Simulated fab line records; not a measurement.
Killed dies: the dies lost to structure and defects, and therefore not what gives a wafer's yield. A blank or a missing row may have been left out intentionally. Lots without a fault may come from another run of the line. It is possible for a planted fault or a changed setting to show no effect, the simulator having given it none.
A struck lot beside a sound one + flow berkeley cmos170 + 18 out of 331 route steps
Sound: these wafers, L958.2, L958.4, L958.6. Wafers L967.1, L967.3, L967.6 were the ones struck. Last of all comes the cause.
At each step with rows: each side's tool, then ch and its chambers, then its first start. Under that, the readings that differ: sound wafers + struck wafers + difference of the means + sigmas: that difference in standard deviations of wafers without a fault.
alike: words and numbers the same on both sides, and readings whose means are apart by under 2 such deviations; not compared: readings that were withheld, readings missing a value for some wafer, numbers with overlapping values and no deviation given by the record, and bounds like >300 which may hide the same value.
A row with sigmas, a row that says differs or no value, or rows on one side alone: a step with any of these is where the two part. Non-overlapping numbers with no deviation appear without sigmas and do not part them. Lack of a reading on every wafer of one side parts them only where that side has two or more wafers.

first, 5 steps without rows for these wafers: UCB170_NLDD_COAT_01 (resist thk 900 nm); UCB170_NLDD_SOFTBAKE_02 (time 60 s); UCB170_NLDD_EXPOSE_03 (exposes mask NSELECT, target cd 1200 nm); UCB170_NLDD_PEB_04; UCB170_NLDD_DEVELOP_05 (develop time 45 s).
UCB170_NLDD_CD_MEAS_06: the cd target is 1200 nm.
  struck on cd sem-02, day 8 14:05; sound on cd sem-02, day 6 22:01
  alike: cd nm
UCB170_NLDD_OVL_MEAS_07:
  struck on overlay-01, day 8 14:12; sound on overlay-01, day 6 22:07
  alike: NLDD_OVL
then, 2 steps without rows for these wafers: UCB170_NLDD_IMPLANT_08; UCB170_NLDD_IMPLANT_09.
UCB170_NLDD_STRIP_10: strips in O2.
  sound on plasma asher-01 ch 0,1, day 6 22:27; struck on plasma asher-03 ch 0,1, day 8 14:32
  alike: drypump motor current A, oes product au, strip time to endpoint s
  not compared: rf hours counter h
UCB170_NLDD_TW_MEAS_11:
  struck on film metro-03, day 8 14:38; sound on film metro-04, day 6 22:34
  alike: NLDD_TW
then, 1 step without rows for these wafers: UCB170_NLDD_CLEAN_12 (cleans in SPM, time 600 s).
UCB170_SPACER_CVD_00: deposits SiO2 from TEOS/O2, target thk 376 nm, time 47 s.
  sound on pecvd-03 ch 1,2, day 6 22:47; struck on pecvd-03 ch 0,1, day 8 15:07
| reading                                 | sound             | struck            | difference | sigmas |
|-----------------------------------------|-------------------|-------------------|------------|--------|
| model.SiO2_of_SPACER_CVD_00.thk nm (nm) | 372.2 376.2 378.5 | 399.9 399.1 401.5 | +24.5      |        |
  alike: heater power w
UCB170_SPACER_THK_MEAS_01:
  struck on film metro-01, day 8 15:09; sound on film metro-03, day 6 22:50
| reading              | sound       | struck      | difference | sigmas |
|----------------------|-------------|-------------|------------|--------|
| SPACER_TEOS_THK (nm) | 372 377 378 | 400 399 402 | +25        | +5     |
then, 1 step without rows for these wafers: UCB170_SPACER_ANNEAL_02 (time 1800 s).
UCB170_SPACER_ETCHBACK_03: etches SiO2 in CHF3/CF4/Ar, stops on Si, target depth 376 nm, time 100 s.
  sound on rie diel-02 ch 0,3, day 7 03:11; struck on rie diel-03 ch 0,2, day 8 18:41
| reading                  | sound             | struck            | difference | sigmas |
|--------------------------|-------------------|-------------------|------------|--------|
| oes product au (a.u.)    | 0.886 0.889 0.923 | 0.954 0.956 0.948 | +0.053     | +3     |
| model.etch.depth nm (nm) | 372.2 376.2 378.5 | 399.9 399.1 401.5 | +24.5      |        |
  alike: drypump motor current A, throttle valve pct
  not compared: rf hours counter h
then, 1 step without rows for these wafers: UCB170_PSD_HMDS_00 (prime time 60 s).
UCB170_M3_PROBE_99:
  struck on prober-01, day 10 01:50; sound on prober-01, day 8 07:08
| reading                             | sound             | struck      | difference | sigmas |
|-------------------------------------|-------------------|-------------|------------|--------|
| model.etest.pplus sal.width nm (nm) | 697.8 680.4 664.5 | 623.5 663   | -37.6      |        |
| model.etest.nplus sal.width nm (nm) | 694.4 678.9 664.6 | 620.6 660.7 | -38.6      |        |
| model.etest.nmos_0p35.r on ohm um   | 1456 1485 1474    | 1545 1535   | +68        |        |
| model.etest.pplus sal.line ohm um   | 5.339 5.42 5.49   | 5.902 5.539 | +0.304     |        |
| model.etest.nplus sal.line ohm um   | 5.196 5.368 5.456 | 5.849 5.458 | +0.314     |        |
  not compared: model.etest.field p metal.vt v, model.etest.field n metal.vt v

== WHERE THEY PART ==
Last at UCB170_SPACER_ETCHBACK_03 as far as this record goes, first at UCB170_SPACER_THK_MEAS_01.

WHY: whatever the simulator had introduced
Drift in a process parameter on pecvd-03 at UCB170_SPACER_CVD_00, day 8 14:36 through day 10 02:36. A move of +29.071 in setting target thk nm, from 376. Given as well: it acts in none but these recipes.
